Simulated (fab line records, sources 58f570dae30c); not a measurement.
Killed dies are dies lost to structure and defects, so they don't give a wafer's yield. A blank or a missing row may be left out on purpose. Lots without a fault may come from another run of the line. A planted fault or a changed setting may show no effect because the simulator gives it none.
Split-lot experiment | flow berkeley_cmos170 | 5 lots, 23 wafers read, on a route of 331 steps

THE SPLIT
At UCB170_NLDD_IMPLANT_08, the setting dose_cm2 was moved away from the recipe's 5e+13 on 7 of the 23 wafers read, by -4.8% to +7.5%. The other wafers ran this setting at the recipe's value.

FROM THE SPLIT TO THE READING: what the file shows between them, 6 steps
- UCB170_NLDD_IMPLANT_09 (also split here: energy_kev)
- UCB170_NSD_EXPOSE_03: exposes mask NSELECT MOD, target cd 1200 nm (also split here: dose_mj)
- UCB170_NSD_PEB_04 (also split here: peb_temp_c)
- UCB170_NSD_DEVELOP_05: develop time 45 s
- UCB170_NSD_CD_MEAS_06: target cd 1200 nm
- UCB170_NSD_IMPLANT_08

THE READING
NLDD_RS, in ohm/sq, at UCB170_SDANNEAL_RS_MEAS_05 (measures by four-point-probe). Fault-free wafers of this fab line usually give 616.2 ohm/sq, standard deviation 1.5 ohm/sq.

wafer  | tool, chamber at the split | dose_cm2 as run | against the recipe | NLDD_RS, ohm/sq | against lot-mates on the recipe
L077.1 | implanter-04, 0            | 4.761e+13       | -4.8%              | 625.0           | +7.6
L077.2 | implanter-04, 0            | 5e+13           | recipe             | 616.3           | -
L077.3 | implanter-04, 0            | 5e+13           | recipe             | 617.8           | -
L077.4 | implanter-04, 0            | 5e+13           | recipe             | 618.2           | -
L077.6 | implanter-04, 0            | 4.761e+13       | -4.8%              | 628.1           | +10.7
L080.1 | implanter-01, 0            | 5.175e+13       | +3.5%              | 606.2           | -9.0
L080.3 | implanter-01, 0            | 5e+13           | recipe             | 614.8           | -
L080.4 | implanter-01, 0            | 5e+13           | recipe             | 615.1           | -
L080.5 | implanter-01, 0            | 5.175e+13       | +3.5%              | 607.8           | -7.4
L080.6 | implanter-01, 0            | 5e+13           | recipe             | 615.7           | -
L082.1 | implanter-01, 0            | 5e+13           | recipe             | 616.9           | -
L082.2 | implanter-01, 0            | 5e+13           | recipe             | 615.1           | -
L082.3 | implanter-01, 0            | 5e+13           | recipe             | 617.6           | -
L082.4 | implanter-01, 0            | 5e+13           | recipe             | 618.2           | -
L082.5 | implanter-01, 0            | 5e+13           | recipe             | 616.2           | -
L083.1 | implanter-03, 0            | 5.374e+13       | +7.5%              | 599.6           | -16.0
L083.2 | implanter-03, 0            | 5e+13           | recipe             | 616.4           | -
L083.4 | implanter-03, 0            | 5e+13           | recipe             | 614.8           | -
L083.5 | implanter-03, 0            | 5.374e+13       | +7.5%              | 598.7           | -16.9
L083.6 | implanter-03, 0            | 5.374e+13       | +7.5%              | 598.7           | -16.9
L085.1 | implanter-03, 0            | 5e+13           | recipe             | 614.9           | -
L085.2 | implanter-03, 0            | 5e+13           | recipe             | 616.4           | -
L085.5 | implanter-03, 0            | 5e+13           | recipe             | 615.6           | -

THE FIT
A straight line over all 23 wafers: NLDD_RS changes by -2.3 ohm/sq for each +1% of dose_cm2; r = -0.99; the points scatter about the line by 1.2 ohm/sq.
The same after taking each lot's own level away (the mean of its wafers on the recipe; 23 wafers): -2.15 ohm/sq for each +1%; r = -0.99; scatter 0.99 ohm/sq.
On that fit, the largest move of dose_cm2 shifts the reading by 16 ohm/sq.
The lots' own levels span 615.20 to 617.43 ohm/sq, that is 1.5 times the standard deviation above.
So the lot-to-lot level changes the slope little: the two slopes agree.
Check: with one of the wafers moved furthest among these (+7.5%) left out of the fit, the line predicts -16.4 ohm/sq for it against its lot-mates. It came out at -16 ohm/sq against them.

OTHER SPLITS ON THESE WAFERS
These wafers also went through other splits before the reading. Each is held against what the fit with the lots' levels taken away leaves over:
other split on the same wafers          | wafers away from the commonest value | r with NLDD_RS (lot level and that fit taken away)
UCB170_NWELL_CVD_04 sih2cl2_flow_sccm   | 18                                   | +0.04
UCB170_NWELL_PEB_10 peb_temp_c          | 6                                    | +0.03
UCB170_WELLDRIVE_OXIDATION_01 ox_time_s | 18                                   | -0.03
UCB170_PFIELD_COAT_01 spin_rpm          | 10                                   | +0.05
UCB170_PFIELD_IMPLANT_07 energy_kev     | 9                                    | +0.36
UCB170_NLDD_IMPLANT_09 energy_kev       | 9                                    | -0.09
UCB170_NSD_EXPOSE_03 dose_mj            | 5                                    | -0.01
UCB170_NSD_PEB_04 peb_temp_c            | 10                                   | -0.07

THE FILE'S OWN FIT
NLDD_RS changes by -2.15 ohm/sq for each +1% of dose_cm2, r = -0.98.
